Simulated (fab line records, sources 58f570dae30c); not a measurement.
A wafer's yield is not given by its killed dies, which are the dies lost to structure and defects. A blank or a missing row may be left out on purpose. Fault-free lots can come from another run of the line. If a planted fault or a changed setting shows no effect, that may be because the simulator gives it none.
Chamber matching -- flow berkeley cmos170 -- UCB170_V1_CMP_02 on cmp-02 has 4 sister chambers
The step polishes SiO2. 14 wafers are shown with their chamber, then 7 later ones without.

== EACH WAFER AND ITS CHAMBER ==
wafer,chamber,motor current A (A),slurry filter dp kPa (kPa)
L856.3,1,15.9,13.46
L856.4,0,13.3,13.44
L856.6,3,18.6,13.68
L859.1,0,14.6,13.62
L859.3,3,17.3,13.47
L859.4,1,16.2,13.40
L858.1,3,17.9,13.58
L858.2,2,17.8,13.35
L858.4,1,15.6,13.29
L861.3,3,17.0,13.54
L861.4,2,17.8,13.65
L861.5,1,16.0,13.38
L866.3,2,17.8,13.62
L866.5,2,16.7,13.20

SIGNATURES (averages over the wafers above)
reading,chamber 0,chamber 1,chamber 2,chamber 3,scatter within a chamber
motor current A,13.950,15.925,17.525,17.700,0.587
slurry filter dp kPa,13.5300,13.3825,13.4550,13.5675,0.14
Rule: a wafer lies at a distance from a chamber equal to the root of the sum of squares, over the readings, of (its reading less the chamber's mean, divided by the reading's scatter). The wafer belongs to the nearest chamber; if the next one is less than 2 further off, it can't be placed. How the scatter is found: for the shown wafers, subtract from each reading the mean of its chamber, square and add these, divide the total by (wafers less chambers), then take the root.

== WAFERS WHOSE CHAMBER IS MISSING ==
wafer,motor current A (A),slurry filter dp kPa (kPa)
L866.6,17.4,13.53
L867.2,18.2,13.41
L867.4,13.4,13.45
L867.5,14.0,13.69
L868.3,18.3,13.50
L868.4,17.5,13.63
L868.5,14.0,13.34

== WHICH CHAMBER EACH WENT THROUGH ==
wafer,from the rows above,in truth
L866.6,can't be placed: 2 or 3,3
L867.2,can't be placed: 2 or 3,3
L867.4,0,0
L867.5,0,0
L868.3,can't be placed: 3 or 2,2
L868.4,can't be placed: 3 or 2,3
L868.5,can't be placed: 0 or 1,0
Correct placement for 2 of the 7. Unplaceable from these rows: 5, with the true chamber sitting among the candidates in 5. Wrongly placed: 0.
